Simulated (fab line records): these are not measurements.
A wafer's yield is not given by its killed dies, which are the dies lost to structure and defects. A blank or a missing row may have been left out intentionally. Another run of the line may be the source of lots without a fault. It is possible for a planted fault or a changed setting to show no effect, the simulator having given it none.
fab line records	flow ritCmos
record lots=6	wafers=18	lastDay=7
route steps=202 shown REOX@100 NLDD@103 PLDD@114 SPACER@125 NSD@131 M1@202
lots untouched by any fault: they come from a run of this same line in which no faults occurred
startH: the number of hours between the record's first day and the start of the first shown wafer of the lot	waitH: hours elapsed since this lot's preceding step	" as in the row above	L1.1+2: a single row standing in for several wafers	- value missing, or start not given	* or withheld: withheld	< > ~ a bound
route shown NAME@n: a module of which the file shows steps, and the number in the route of the first	usual: the fault-free wafers' mean and standard deviation	same: alike in all rows	chamber/n: place in a boat	sites: readings site by site	_std_site: the values' standard deviation	_edge_site: inner sites' mean taken away from outer sites' mean	radiusMm: how far each site lies from the wafer's centre	mask NAME#n: copy n	behind: tool/chamber where the wafer was last shaped	hold: reason for holding the lot/hours on hold/outcome of the hold	device: the transistor (n, p or np) that didn't switch	end of line: tests run on the same wafers once the route is complete	where a step has no rows: the recipe by itself	killed: dies lost to structure and defects at the first sort, not the wafer's yield	map: a wafer's dies, marking killed ones x, the rest . and places with no die _
set.NAME: the setting as run; set.NAME@STEP: as run at that earlier step	model.NAME: the simulator's own value behind a step, which no gauge read
certain route steps with their lots: each step a table, each wafer a row
services: a tool's chamber out of use, with start hour (startH, from the record's first day; less than 0 if before it), hours out, and reason
## steps
# step RIT_REOX_CLEAN_02
# recipe chemistry=SC2	mix=3:3:50	timeS=600	tempC=75	dry=n2Spin
# step RIT_REOX_OXIDATION_03
# recipe tempC=900	ambient=O2	targetThkA=252	oxTimeS=5580
# step RIT_REOX_THK_MEAS_04
# recipe reads=SiO2_of_REOX_OXIDATION_03
# usual REOX_OXIDE_THK=25.2/0.39
lot.wafer	tool	chamber	startH	waitH	REOX_OXIDE_THK[nm]
L627.4	filmMetro-04	-	55.68	0.0	25.8
L627.5	"	-	"	"	25.4
L627.6	"	-	"	"	25.8
L629.1	filmMetro-02	-	66.00	0.0	24.9
L629.3	"	-	"	"	24.7
L629.4	"	-	"	"	24.9
L639.2	filmMetro-04	-	115.38	0.0	25.0
L639.3	"	-	"	"	24.8
L639.6	"	-	"	"	24.8
L641.1	filmMetro-02	-	126.20	0.0	25.1
L641.2	"	-	"	"	25.0
L641.4	"	-	"	"	24.6
L642.1	filmMetro-03	-	130.76	0.0	24.8
L642.4	"	-	"	"	24.4
L642.5	"	-	"	"	24.7
L644.3	filmMetro-02	-	141.63	0.0	25.3
L644.4	"	-	"	"	24.9
L644.5	"	-	"	"	24.9
# step RIT_NLDD_HMDS_00
# recipe primeTimeS=60	primeTempC=140
# step RIT_NLDD_COAT_01
# recipe resist=NOVOLAK	spinRpm=3250	resistThkNm=1000
# step RIT_NLDD_SOFTBAKE_02
# recipe resist=NOVOLAK	tempC=90	timeS=60
# step RIT_NLDD_EXPOSE_03
# recipe maskId=M7	na=0.57	targetCdNm=40700	doseMj=250
# step RIT_NLDD_PEB_04
# recipe resist=NOVOLAK	tempC=withheld	timeS=withheld
# step RIT_NLDD_DEVELOP_05
# recipe resist=NOVOLAK	developTimeS=50	devTempC=23
# step RIT_NLDD_OVL_MEAS_06
# usual NLDD_OVL=-0.4/1.5
lot.wafer	tool	chamber	startH	waitH	NLDD_OVL[nm]
L627.4	overlay-01	-	56.58	-	0.5
L627.5	"	-	"	"	-0.8
L627.6	"	-	"	"	-1.1
L629.1	overlay-01	-	66.91	-	-1.2
L629.3	"	-	"	"	-2.1
L629.4	"	-	"	"	-1.6
L639.2	overlay-01	-	116.41	-	-2.7
L639.3	"	-	"	"	-3.7
L639.6	"	-	"	"	-1.5
L641.1	overlay-01	-	127.23	-	-1.7
L641.2	"	-	"	"	-1.8
L641.4	"	-	"	"	-2.2
L642.1	overlay-01	-	131.79	-	1.5
L642.4	"	-	"	"	1.9
L642.5	"	-	"	"	2.6
L644.3	overlay-02	-	142.66	-	1.8
L644.4	"	-	"	"	1.9
L644.5	"	-	"	"	1.6
# step RIT_NLDD_HARDBAKE_07
# recipe resist=NOVOLAK	tempC=138.7	timeS=60
# step RIT_NLDD_IMPLANT_08
# recipe species=P	energyKev=20	doseCm2=5e+14	tiltDeg=7
# step RIT_NLDD_STRIP_09
# recipe chemistry=O2	timeS=180	resist=NOVOLAK	platenTempC=withheld	powerW=500	pressureMtorr=4000	o2FlowSccm=4000
# usual drypumpMotorCurrentA=5.7/0.42
lot.wafer	tool	chamber	startH	waitH	drypumpMotorCurrentA	rfHoursCounterH
L627.4	plasmaAsher-04	1	56.95	0.1	6.1	-
L627.5	"	1	"	"	6.1	-
L627.6	"	0	"	"	5.5	-
L629.1	plasmaAsher-04	0	67.25	0.1	5.5	24
L629.3	"	0	"	"	5.5	-
L629.4	"	1	"	"	6.2	-
L639.2	plasmaAsher-04	1	116.74	0.1	6.1	30
L639.3	"	1	"	"	6.2	-
L639.6	"	1	"	"	6.1	-
L641.1	plasmaAsher-04	0	127.57	0.1	5.5	31
L641.2	"	1	"	"	6.1	31
L641.4	"	1	"	"	6.1	-
L642.1	plasmaAsher-02	0	132.13	0.1	5.5	50
L642.4	"	0	"	"	5.5	-
L642.5	"	0	"	"	5.5	-
L644.3	plasmaAsher-02	0	143.04	0.1	5.5	-
L644.4	"	1	"	"	5.9	-
L644.5	"	1	"	"	5.9	-
# step RIT_NLDD_TW_MEAS_10
# usual NLDD_TW=2501/13
lot.wafer	tool	chamber	startH	waitH	NLDD_TW
L627.4	filmMetro-03	-	57.10	0.1	2525
L627.5	"	-	"	"	2513
L627.6	"	-	"	"	2502
L629.1	filmMetro-03	-	67.43	0.1	2515
L629.3	"	-	"	"	2519
L629.4	"	-	"	"	2516
L639.2	filmMetro-02	-	116.92	0.1	2517
L639.3	"	-	"	"	2514
L639.6	"	-	"	"	2515
L641.1	filmMetro-02	-	127.75	0.1	2513
L641.2	"	-	"	"	2511
L641.4	"	-	"	"	2519
L642.1	filmMetro-01	-	132.30	0.1	2461
L642.4	"	-	"	"	2486
L642.5	"	-	"	"	2477
L644.3	filmMetro-03	-	143.23	0.1	2486
L644.4	"	-	"	"	2510
L644.5	"	-	"	"	2501
# step RIT_PLDD_HMDS_00
# recipe primeTimeS=60	primeTempC=140
# step RIT_PLDD_COAT_01
# recipe resist=NOVOLAK	spinRpm=3250	resistThkNm=1000
# step RIT_PLDD_SOFTBAKE_02
# recipe resist=NOVOLAK	tempC=90	timeS=60
# step RIT_PLDD_EXPOSE_03
# recipe maskId=M8	na=0.57	targetCdNm=40900	doseMj=250
# step RIT_PLDD_PEB_04
# recipe resist=NOVOLAK	tempC=withheld	timeS=withheld
# step RIT_PLDD_DEVELOP_05
# recipe resist=NOVOLAK	developTimeS=50	devTempC=23
# step RIT_PLDD_OVL_MEAS_06
# usual PLDD_OVL=-0.2/1.6
lot.wafer	tool	chamber	startH	waitH	PLDD_OVL[nm]
L627.4	overlay-02	-	58.12	-	0.3
L627.5	"	-	"	"	-0.5
L627.6	"	-	"	"	0.2
L629.1	overlay-01	-	68.46	-	-0.5
L629.3	"	-	"	"	0.1
L629.4	"	-	"	"	-0.2
L639.2	overlay-01	-	117.95	-	3.0
L639.3	"	-	"	"	3.5
L639.6	"	-	"	"	3.2
L641.1	overlay-01	-	128.66	-	-2.7
L641.2	"	-	"	"	-2.8
L641.4	"	-	"	"	-3.1
L642.1	overlay-01	-	133.21	-	0.5
L642.4	"	-	"	"	0.9
L642.5	"	-	"	"	-0.5
L644.3	overlay-01	-	144.25	-	-2.3
L644.4	"	-	"	"	-2.7
L644.5	"	-	"	"	-2.6
# step RIT_PLDD_HARDBAKE_07
# recipe resist=NOVOLAK	tempC=140	timeS=60
# step RIT_PLDD_IMPLANT_08
# recipe species=BF2	energyKev=20	doseCm2=9e+14	tiltDeg=7
# step RIT_PLDD_STRIP_09
# recipe chemistry=O2	timeS=180	resist=NOVOLAK	platenTempC=withheld	powerW=500	pressureMtorr=4000	o2FlowSccm=4000
# usual drypumpMotorCurrentA=5.72/0.23
lot.wafer	tool	chamber	startH	waitH	drypumpMotorCurrentA	rfHoursCounterH
L627.4	plasmaAsher-02	0	58.50	0.1	5.47	-
L627.5	"	0	"	"	5.48	-
L627.6	"	1	"	"	5.82	-
L629.1	plasmaAsher-01	0	68.88	0.1	5.74	44
L629.3	"	1	"	"	5.67	-
L629.4	"	0	"	"	5.70	-
L639.2	plasmaAsher-02	1	118.28	0.1	5.84	48
L639.3	"	0	"	"	5.47	-
L639.6	"	0	"	"	5.49	-
L641.1	plasmaAsher-02	1	128.99	0.1	5.83	50
L641.2	"	0	"	"	5.49	50
L641.4	"	1	"	"	5.82	-
L642.1	plasmaAsher-04	1	133.55	0.1	6.17	32
L642.4	"	0	"	"	5.49	-
L642.5	"	0	"	"	5.50	-
L644.3	plasmaAsher-04	0	144.63	0.1	5.49	-
L644.4	"	1	"	"	6.13	-
L644.5	"	0	"	"	5.48	-
# step RIT_PLDD_TW_MEAS_10
# usual PLDD_TW=2359/12
lot.wafer	tool	chamber	startH	waitH	PLDD_TW
L627.4	filmMetro-02	-	58.65	0.1	2352
L627.5	"	-	"	"	2356
L627.6	"	-	"	"	2359
L629.1	filmMetro-03	-	69.06	0.1	2363
L629.3	"	-	"	"	2380
L629.4	"	-	"	"	2364
L639.2	filmMetro-02	-	118.47	0.1	2366
L639.3	"	-	"	"	2366
L639.6	"	-	"	"	2355
L641.1	filmMetro-02	-	129.17	0.1	2373
L641.2	"	-	"	"	2379
L641.4	"	-	"	"	2366
L642.1	filmMetro-03	-	133.72	0.1	2358
L642.4	"	-	"	"	2364
L642.5	"	-	"	"	2358
L644.3	filmMetro-02	-	144.77	0.1	2373
L644.4	"	-	"	"	2367
L644.5	"	-	"	"	2369
# step RIT_SPACER_CLEAN_00
# recipe chemistry=SC1	mix=3:3:50	timeS=600	tempC=75
# step RIT_SPACER_CLEAN_01
# recipe chemistry=dHF	dilution=50:1	timeS=30
# step RIT_SPACER_CLEAN_02
# recipe chemistry=SC2	mix=3:3:50	timeS=600	tempC=75	dry=n2Spin
# step RIT_SPACER_CVD_03
# recipe material=Si3N4	targetThkNm=250	tempC=810	precursor=SiH2Cl2/NH3	timeS=3386	pressureMtorr=300	sih2cl2FlowSccm=60	nh3FlowSccm=150
# step RIT_SPACER_THK_MEAS_04
# recipe reads=Si3N4_of_SPACER_CVD_03
# usual SPACER_NITRIDE_THK=256.6/2.4
lot.wafer	tool	chamber	startH	waitH	SPACER_NITRIDE_THK[nm]
L627.4	filmMetro-01	-	60.99	0.0	256.4
L627.5	"	-	"	"	256.5
L627.6	"	-	"	"	258.4
L629.1	filmMetro-04	-	71.42	0.0	257.6
L629.3	"	-	"	"	258.3
L629.4	"	-	"	"	256.5
L639.2	filmMetro-02	-	120.81	0.0	258.5
L639.3	"	-	"	"	259.5
L639.6	"	-	"	"	258.2
L641.1	filmMetro-02	-	131.51	0.0	252.6
L641.2	"	-	"	"	253.6
L641.4	"	-	"	"	254.2
L642.1	filmMetro-02	-	136.07	0.0	254.6
L642.4	"	-	"	"	254.9
L642.5	"	-	"	"	256.3
L644.3	filmMetro-04	-	147.13	0.0	252.5
L644.4	"	-	"	"	250.7
L644.5	"	-	"	"	254.9
# step RIT_SPACER_ETCHBACK_05
# recipe targetDepthA=2500	SF6_flow_sccm=30	CHF3_flow_sccm=30	target=Si3N4	chemistry=SF6/CHF3	pressureMtorr=40	rfW=250	timeS=240	stopOn=SiO2
# usual SF6_flow_sccm=30.00/0.082	drypumpMotorCurrentA=5.7/0.36	oesProductAu=0.862/0.014	throttleValvePct=10.29/0.11
lot.wafer	tool	chamber	startH	waitH	SF6_flow_sccm	drypumpMotorCurrentA	oesProductAu	rfHoursCounterH	throttleValvePct
L627.4	rieDiel-03	0	61.10	0.1	30.02	5.5	0.864	-	10.17
L627.5	"	3	"	"	30.17	5.5	0.865	-	10.47
L627.6	"	2	"	"	29.96	5.9	0.892	-	10.32
L629.1	rieDiel-04	3	71.48	0.1	30.02	5.1	0.862	89	10.15
L629.3	"	0	"	"	29.97	6.0	0.849	106	10.24
L629.4	"	2	"	"	30.00	5.3	0.874	102	10.40
L639.2	rieDiel-02	0	120.86	0.0	30.13	5.7	0.849	134	10.10
L639.3	"	1	"	"	30.08	5.7	0.856	142	10.35
L639.6	"	3	"	"	29.87	6.3	0.855	-	10.21
L641.1	rieDiel-03	1	131.57	0.1	29.87	5.6	0.858	47	10.31
L641.2	"	3	"	"	29.96	5.5	0.854	49	10.47
L641.4	"	0	"	"	29.96	5.5	0.863	3	10.17
L642.1	rieDiel-03	0	136.13	0.1	29.87	5.5	0.858	3	10.16
L642.4	"	1	"	"	30.01	5.6	0.851	-	10.31
L642.5	"	2	"	"	30.04	5.9	0.878	-	10.31
L644.3	rieDiel-02	1	147.17	0.0	30.16	5.7	0.832	143	10.36
L644.4	"	2	"	"	30.00	5.4	0.860	5	10.35
L644.5	"	0	"	"	30.01	5.7	0.849	-	10.10
# step RIT_NSD_HMDS_00
# recipe primeTimeS=60	primeTempC=140
# step RIT_NSD_COAT_01
# recipe resist=NOVOLAK	spinRpm=3250	resistThkNm=1000
# step RIT_NSD_SOFTBAKE_02
# recipe resist=NOVOLAK	tempC=90	timeS=60
# step RIT_NSD_EXPOSE_03
# recipe maskId=M9	na=0.57	targetCdNm=40700	doseMj=250
# step RIT_NSD_PEB_04
# recipe resist=NOVOLAK	tempC=withheld	timeS=withheld
# step RIT_NSD_DEVELOP_05
# recipe resist=NOVOLAK	developTimeS=50	devTempC=23
# step RIT_NSD_OVL_MEAS_06
# usual NSD_OVL=0.4/1.1
lot.wafer	tool	chamber	startH	waitH	NSD_OVL[nm]
L627.4	overlay-01	-	62.04	-	0.1
L627.5	"	-	"	"	0.6
L627.6	"	-	"	"	1.6
L629.1	overlay-02	-	72.48	-	1.1
L629.3	"	-	"	"	0.2
L629.4	"	-	"	"	0.7
L639.2	overlay-01	-	121.87	-	0.1
L639.3	"	-	"	"	0.6
L639.6	"	-	"	"	0.2
L641.1	overlay-02	-	132.57	-	-0.2
L641.2	"	-	"	"	1.0
L641.4	"	-	"	"	0.6
L642.1	overlay-02	-	137.25	-	0.2
L642.4	"	-	"	"	-0.6
L642.5	"	-	"	"	-0.7
L644.3	overlay-01	-	148.31	-	-0.8
L644.4	"	-	"	"	-0.3
L644.5	"	-	"	"	-1.5
# step RIT_NSD_HARDBAKE_07
# recipe resist=NOVOLAK	tempC=140	timeS=60
# step RIT_NSD_IMPLANT_08
# recipe species=P	energyKev=25	doseCm2=1e+15	tiltDeg=7
# step RIT_NSD_STRIP_09
# recipe chemistry=O2	timeS=180	resist=NOVOLAK	platenTempC=withheld	powerW=500	pressureMtorr=4000	o2FlowSccm=4000
# usual drypumpMotorCurrentA=5.7/0.46
lot.wafer	tool	chamber	startH	waitH	drypumpMotorCurrentA	rfHoursCounterH
L627.4	plasmaAsher-04	0	62.41	0.1	5.5	-
L627.5	"	1	"	"	6.1	-
L627.6	"	0	"	"	5.5	-
L629.1	plasmaAsher-04	0	72.81	0.1	5.5	25
L629.3	"	1	"	"	6.2	-
L629.4	"	0	"	"	5.5	-
L639.2	plasmaAsher-01	0	122.20	0.1	5.7	0
L639.3	"	1	"	"	5.6	-
L639.6	"	0	"	"	5.7	-
L641.1	plasmaAsher-01	1	132.91	0.1	5.6	2
L641.2	"	0	"	"	5.7	2
L641.4	"	0	"	"	5.7	-
L642.1	plasmaAsher-04	0	137.59	0.1	5.5	32
L642.4	"	1	"	"	6.1	-
L642.5	"	0	"	"	5.5	-
L644.3	plasmaAsher-04	1	148.69	0.1	6.2	-
L644.4	"	0	"	"	5.5	-
L644.5	"	0	"	"	5.5	-
# step RIT_NSD_TW_MEAS_10
# usual NSD_TW=3127/20
lot.wafer	tool	chamber	startH	waitH	NSD_TW
L627.4	filmMetro-01	-	62.56	0.1	3101
L627.5	"	-	"	"	3104
L627.6	"	-	"	"	3104
L629.1	filmMetro-02	-	72.99	0.1	3153
L629.3	"	-	"	"	3175
L629.4	"	-	"	"	3161
L639.2	filmMetro-01	-	122.38	0.1	3117
L639.3	"	-	"	"	3103
L639.6	"	-	"	"	3094
L641.1	filmMetro-03	-	133.08	0.1	3147
L641.2	"	-	"	"	3158
L641.4	"	-	"	"	3151
L642.1	filmMetro-03	-	137.76	0.1	3131
L642.4	"	-	"	"	3152
L642.5	"	-	"	"	3158
L644.3	filmMetro-02	-	148.83	0.1	3126
L644.4	"	-	"	"	3156
L644.5	"	-	"	"	3135
# step RIT_M1_PROBE_99
# usual killedAtContacts=0.0/0.22	killedAtFrontEnd=6.5/3	killedDies=6.6/3	killedOnRim=1.7/1.3	killedOpen=3.4/2.2	killedShort=3.3/1.7
# same grossDies=264	killed_at_M0_to_M3=0	killed_at_M4_up=0	killedAtBackSide=0	killedAtOther=0
lot.wafer	tool	chamber	startH	waitH	hold	killedAtContacts	killedAtFrontEnd	killedDies	killedOnRim	killedOpen	killedShort
L627.4	prober-02	-	72.24	0.2	-	0	14	14	4	5	9
L627.5	prober-02	-	72.29	0.2	-	1	10	11	3	6	5
L627.6	prober-02	-	72.34	0.2	-	0	13	13	4	11	2
L629.1	prober-02	-	83.67	0.1	-	0	7	7	1	4	3
L629.3	prober-02	-	83.77	0.2	-	0	8	8	3	5	3
L629.4	prober-02	-	83.82	0.2	-	0	7	7	1	6	1
L639.2	prober-02	-	131.76	0.1	awaitDispo/1.8h/release	0	30	30	3	0	2
L639.3	prober-02	-	131.81	0.2	awaitDispo/1.8h/release	0	41	41	8	4	3
L639.6	prober-02	-	131.96	0.2	awaitDispo/1.8h/release	0	42	42	6	2	3
L641.1	prober-02	-	143.23	0.1	awaitDispo/1.4h/release	0	5	5	3	2	3
L641.2	prober-02	-	143.28	0.1	awaitDispo/1.4h/release	0	42	42	8	5	4
L641.4	prober-02	-	143.38	0.2	awaitDispo/1.4h/release	0	42	42	9	5	3
L642.1	prober-01	-	147.18	0.1	-	0	6	6	3	4	2
L642.4	prober-01	-	147.33	0.2	-	0	6	6	5	3	3
L642.5	prober-01	-	147.38	0.2	-	0	6	6	3	3	3
L644.3	prober-01	-	158.54	0.2	-	1	7	8	3	3	5
L644.4	prober-01	-	158.59	0.2	-	0	5	5	0	5	0
L644.5	prober-01	-	158.64	0.2	-	0	11	11	4	7	4
# killed by level:class
L627.4 GATE:geometricParticle:short=5 GATE:geometricParticle:open=3 SPACER:geometricParticle:short=3 FOX1:geometricParticle:open=1 REOX:geometricParticle:short=1 SPACER:geometricParticle:open=1
L627.5 GATE:geometricParticle:short=4 GATE:geometricParticle:open=4 FOX1:geometricParticle:open=1 REOX:geometricParticle:short=1 CONTACT:geometricParticle:open=1
L627.6 GATE:geometricParticle:open=7 SPACER:geometricParticle:open=3 FOX2:geometricParticle:short=1 GATE:geometricParticle:short=1 REOX:geometricParticle:open=1
L629.1 GATE:geometricParticle:short=3 SILICIDE:geometricParticle:open=2 FOX1:geometricParticle:open=1 SPACER:geometricParticle:open=1
L629.3 GATE:geometricParticle:open=3 SPACER:geometricParticle:short=2 FOX2:geometricParticle:open=1 GATE:geometricParticle:short=1 SPACER:geometricParticle:open=1
L629.4 SILICIDE:geometricParticle:open=3 FOX1:geometricParticle:open=1 FOX2:geometricParticle:open=1 GATE:geometricParticle:short=1 GATE:geometricParticle:open=1
L639.2 NLDD:unspecified=28 FOX1:geometricParticle:short=1 SPACER:geometricParticle:short=1
L639.3 NLDD:unspecified=34 GATE:geometricParticle:open=2 GATE:geometricParticle:short=2 FOX1:geometricParticle:open=1 FOX2:geometricParticle:short=1 SILICIDE:geometricParticle:open=1
L639.6 NLDD:unspecified=37 REOX:geometricParticle:short=2 GATE:geometricParticle:open=1 REOX:geometricParticle:open=1 SPACER:geometricParticle:short=1
L641.1 GATE:geometricParticle:short=3 SPACER:geometricParticle:open=1 SILICIDE:geometricParticle:open=1
L641.2 NLDD:unspecified=33 GATE:geometricParticle:short=2 SPACER:geometricParticle:open=2 SILICIDE:geometricParticle:short=2 GATE:geometricParticle:open=1 REOX:geometricParticle:open=1 SILICIDE:geometricParticle:open=1
L641.4 NLDD:unspecified=34 REOX:geometricParticle:open=3 GATE:geometricParticle:open=2 REOX:geometricParticle:short=2 GATE:geometricParticle:short=1
L642.1 FOX1:geometricParticle:open=1 GATE:geometricParticle:open=1 REOX:geometricParticle:open=1 SPACER:geometricParticle:open=1 SPACER:geometricParticle:short=1 SILICIDE:geometricParticle:short=1
L642.4 GATE:geometricParticle:short=2 REOX:geometricParticle:open=2 SPACER:geometricParticle:short=1 SILICIDE:geometricParticle:open=1
L642.5 GATE:geometricParticle:short=2 FOX1:geometricParticle:open=1 FOX1:geometricParticle:short=1 GATE:geometricParticle:open=1 SPACER:geometricParticle:open=1
L644.3 GATE:geometricParticle:short=3 FOX2:geometricParticle:open=1 GATE:geometricParticle:open=1 SPACER:geometricParticle:short=1 SILICIDE:geometricParticle:open=1 CONTACT:geometricParticle:short=1
L644.4 REOX:geometricParticle:open=3 SILICIDE:geometricParticle:open=2
L644.5 GATE:geometricParticle:open=2 REOX:geometricParticle:open=2 SILICIDE:geometricParticle:open=2 FOX2:geometricParticle:short=1 GATE:geometricParticle:short=1 SPACER:geometricParticle:open=1 SPACER:geometricParticle:short=1 SILICIDE:geometricParticle:short=1
# map L639.6 (x killed, . not)
________......._______
_____......x......____
____...............___
___.......x.........__
__.......x...x......._
__........x.........._
_.....................
_.....................
_.....................
_..............x......
__........xxx.x......_
__........xxxxxx.x..._
___.....x.xxxxxxx...__
____......xxxxxxx..___
_____.....xxxxx.x.____
________...xxxx_______
# map L641.2 (x killed, . not)
________......._______
_____.......x.....____
____...............___
___.................__
__.................x._
__.................x._
_....x................
_.....................
_..........x..........
_.....x.............x.
__...........xxx....._
__.........xxxxxx...._
___......xxxxxxxxx..__
____.....xxxxxxxx..___
_____....x..xxxx..____
________...xxxx_______
## services
tool	chamber	startH	hours	kind
rieDiel-02	3	42.94	12.6	repair
rieDiel-03	1	56.06	6.7	repair
rieDiel-02	3	76.76	2.7	repair
plasmaAsher-01	-	108.75	9.0	pm
plasmaAsher-01	0	108.75	9.0	ventCycle
plasmaAsher-01	1	108.75	9.0	ventCycle
plasmaAsher-01	0	117.75	-	clean
plasmaAsher-01	1	117.75	-	clean
rieDiel-03	3	133.17	10.2	repair
## key
firstSign step=RIT_M1_PROBE_99	reading=killedDies	direction=up	sigmas=11	usual=6.6	struck=39.4
effect step=RIT_M1_PROBE_99	reading=killedAtFrontEnd	direction=up	sigmas=11	usual=6.5	struck=39.4
metAt RIT_NLDD_STRIP_09
struckWafers L639.2,L639.3,L639.6,L641.2,L641.4
testerLeftOut L639,L641
onsetBetween 67.25 116.74
fault kind=chamberParticleSource	tool=plasmaAsher-04	chamber=1	onsetH=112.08	steps=RIT_NLDD_STRIP_09	ratePerVisitCm2=0.9006	endH=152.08
# testerLeftOut: of these lots the tester's yield and bins aren't shown, on N5 and GAA mostly nor the transistor test; their killed dies are dies lost to structure and defects alone, not to doping, threshold or leakage, so they don't give the yield
